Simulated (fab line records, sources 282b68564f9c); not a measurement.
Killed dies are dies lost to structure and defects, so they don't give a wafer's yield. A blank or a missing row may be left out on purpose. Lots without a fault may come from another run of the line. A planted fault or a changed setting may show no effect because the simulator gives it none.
A struck lot beside a sound one | flow rit_cmos | 44 steps out of a route of 202
Sound: wafers L999.1, L999.3, L999.5. Struck: wafers L103.1, L103.4, L103.5. The cause comes at the end.
At each step with rows: each side's tool, then ch and its chambers, then its first start. Under that, the readings that differ: sound wafers | struck wafers | difference of the means | sigmas: that difference in standard deviations of wafers without a fault.
alike: readings whose means differ by less than 2 such deviations, and words and numbers that are the same on both sides. not compared: withheld readings, readings that some wafer has no value for, bounds like >300 that may hide the same value, and numbers for which the record gives no deviation and whose values overlap.
The two part at a step that has a row with sigmas, a row that says differs or no value, or rows on one side only. Numbers that don't overlap but have no deviation are shown without sigmas and don't part them. A reading that every wafer of one side lacks parts them only if that side has two wafers or more.

first, 1 step without rows for these wafers: RIT_PRETRO_IMPLANT_08.
RIT_PRETRO_STRIP_09: strips in O2, time 180 s.
  sound on plasma_asher-02 ch 0,1, day 2 22:13; struck on plasma_asher-03 ch 1, day 3 19:37
  reading                     | sound          | struck         | difference | sigmas
  drypump_motor_current_A (A) | 5.77 5.97 5.97 | 6.31 6.29 6.29 | +0.39      | +2
  alike: rf_refl_power_W
  not compared: rf_hours_counter_h
RIT_PRETRO_TW_MEAS_10:
  sound on film_metro-04, day 2 22:23; struck on film_metro-04, day 3 19:48
  alike: PRETRO_TW
then, 5 steps without rows for these wafers: RIT_GATE_WET_ETCH_00 (etches SiO2 in BOE, target depth 56 nm, time 60 s); RIT_GATE_CLEAN_01 (cleans in SC1, time 600 s); RIT_GATE_CLEAN_02 (cleans in dHF, time 30 s); RIT_GATE_CLEAN_03 (cleans in SC2, time 600 s); RIT_GATE_CLEAN_04 (cleans in dHF, time 60 s).
RIT_FOX2_THK_MEAS_91:
  sound on film_metro-04, day 2 22:54; struck on film_metro-04, day 3 20:16
  alike: FIELD_OXIDE_LEFT_2_THK
then, 2 steps without rows for these wafers: RIT_GATE_OXIDATION_05 (target thk 3 nm, ox time 270 s); RIT_GATE_ANNEAL_06 (time 600 s).
RIT_GATE_THK_MEAS_07:
  sound on film_metro-04, day 3 01:19; struck on film_metro-03, day 3 21:48
  alike: GATE_OXIDE_THK
RIT_GATE_CVD_08: deposits poly-Si from SiH4, target thk 250 nm, time 2220 s.
  sound on lpcvd-01 ch 0, day 3 01:23; struck on lpcvd-01 ch 1, day 3 23:19
  reading                                  | sound             | struck            | difference | sigmas
  model.poly-Si_of_GATE_CVD_08.thk_nm (nm) | 244.4 248.3 244.6 | 166.1 167.8 168.1 | -78.4      |
  alike: zone_power_source_pct
RIT_GATE_THK_MEAS_09:
  sound on film_metro-04, day 3 03:00; struck on film_metro-04, day 4 00:56
  reading            | sound             | struck            | difference | sigmas
  GATE_POLY_THK (nm) | 244.6 248.2 244.6 | 166.1 167.6 168.2 | -78.5      | -37
then, 6 steps without rows for these wafers: RIT_GATE_HMDS_10 (prime time 60 s); RIT_GATE_COAT_11 (resist thk 850 nm); RIT_GATE_SOFTBAKE_12 (time 60 s); RIT_GATE_EXPOSE_13 (exposes mask M6, target cd 150 nm); RIT_GATE_PEB_14; RIT_GATE_DEVELOP_15 (develop time 50 s).
RIT_GATE_CD_MEAS_16: target cd 150 nm.
  sound on cd_sem-02, day 3 04:02; struck on cd_sem-01, day 4 01:51
  alike: cd_nm
RIT_GATE_OVL_MEAS_17:
  sound on overlay-02, day 3 04:09; struck on overlay-01, day 4 01:58
  alike: GATE_OVL
then, 1 step without rows for these wafers: RIT_GATE_HARDBAKE_18 (time 60 s).
RIT_GATE_ETCH_19: etches poly-Si in SF6/CHF3/O2, stops on SiO2, time 165 s, target depth 312.5 nm.
  sound on rie_si-01 ch 0,2,3, day 3 04:22; struck on rie_si-01 ch 0,1,2, day 4 02:10
  reading                          | sound             | struck            | difference | sigmas
  oes_product_au (a.u.)            | 0.827 0.856 0.817 | 0.649 0.635 0.638 | -0.193     | -15
  model.etch.depth_nm (nm)         | 244.4 248.3 244.6 | 166.1 167.8 168.1 | -78.4      |
  model.GATE.feature_depth_nm (nm) | 244.4 248.3 244.6 | 166.1 167.8 168.1 | -78.4      |
  alike: drypump_motor_current_A, throttle_valve_pct
  not compared: rf_hours_counter_h
RIT_GATE_STRIP_20: strips in O2, time 180 s.
  sound on plasma_asher-03 ch 1, day 3 04:29; struck on plasma_asher-02 ch 0,1, day 4 02:16
  alike: drypump_motor_current_A, rf_refl_power_W
  not compared: rf_hours_counter_h
RIT_GATE_CD_MEAS_90: target cd 150 nm.
  sound on cd_sem-01, day 3 04:40; struck on cd_sem-02, day 4 02:26
  alike: cd_nm
then, 4 steps without rows for these wafers: RIT_REOX_CLEAN_00 (cleans in SC1, time 600 s); RIT_REOX_CLEAN_01 (cleans in dHF, time 30 s); RIT_REOX_CLEAN_02 (cleans in SC2, time 600 s); RIT_REOX_OXIDATION_03 (target thk 25.2 nm, ox time 5580 s).
RIT_REOX_THK_MEAS_04:
  sound on film_metro-02, day 3 07:41; struck on film_metro-01, day 4 05:38
  alike: REOX_OXIDE_THK
then, 6 steps without rows for these wafers: RIT_NLDD_HMDS_00 (prime time 60 s); RIT_NLDD_COAT_01 (resist thk 1000 nm); RIT_NLDD_SOFTBAKE_02 (time 60 s); RIT_NLDD_EXPOSE_03 (exposes mask M7, target cd 40700 nm); RIT_NLDD_PEB_04; RIT_NLDD_DEVELOP_05 (develop time 50 s).
RIT_NLDD_OVL_MEAS_06:
  sound on overlay-02, day 3 08:44; struck on overlay-01, day 4 06:54
  alike: NLDD_OVL
then, 2 steps without rows for these wafers: RIT_NLDD_HARDBAKE_07 (time 60 s); RIT_NLDD_IMPLANT_08.
RIT_NLDD_STRIP_09: strips in O2, time 180 s.
  sound on plasma_asher-01 ch 0,1, day 3 09:04; struck on plasma_asher-03 ch 0, day 4 07:14
  alike: drypump_motor_current_A, rf_refl_power_W
  not compared: rf_hours_counter_h
RIT_NLDD_TW_MEAS_10:
  sound on film_metro-03, day 3 09:14; struck on film_metro-01, day 4 07:25
  alike: NLDD_TW
RIT_SDANNEAL_CLEAN_02: cleans in SC2, time 600 s.
  sound on wet_bench-01 ch 3, day 3 16:22; struck on wet_bench-02 ch 2, day 4 14:49
  reading                                  | sound           | struck           | difference | sigmas
  model.poly-Si_of_GATE_CVD_08.thk_nm (nm) | 156.4 159.9 157 | 77.91 80.9 81.01 | -77.83     |
RIT_M1_PROBE_99:
  sound on prober-01, day 4 00:49; struck on prober-02, day 4 23:14
  alike: killed_at_contacts, killed_at_front_end, killed_dies, killed_on_rim, killed_open, killed_short

WHERE THEY PART
First at RIT_PRETRO_STRIP_09; last, within this record, at RIT_GATE_ETCH_19. Later steps at which nothing parts them and some readings are alike: RIT_GATE_STRIP_20, RIT_GATE_CD_MEAS_90, RIT_REOX_THK_MEAS_04, RIT_NLDD_OVL_MEAS_06, RIT_NLDD_STRIP_09, RIT_NLDD_TW_MEAS_10, RIT_M1_PROBE_99.

WHY: what the simulator had put in
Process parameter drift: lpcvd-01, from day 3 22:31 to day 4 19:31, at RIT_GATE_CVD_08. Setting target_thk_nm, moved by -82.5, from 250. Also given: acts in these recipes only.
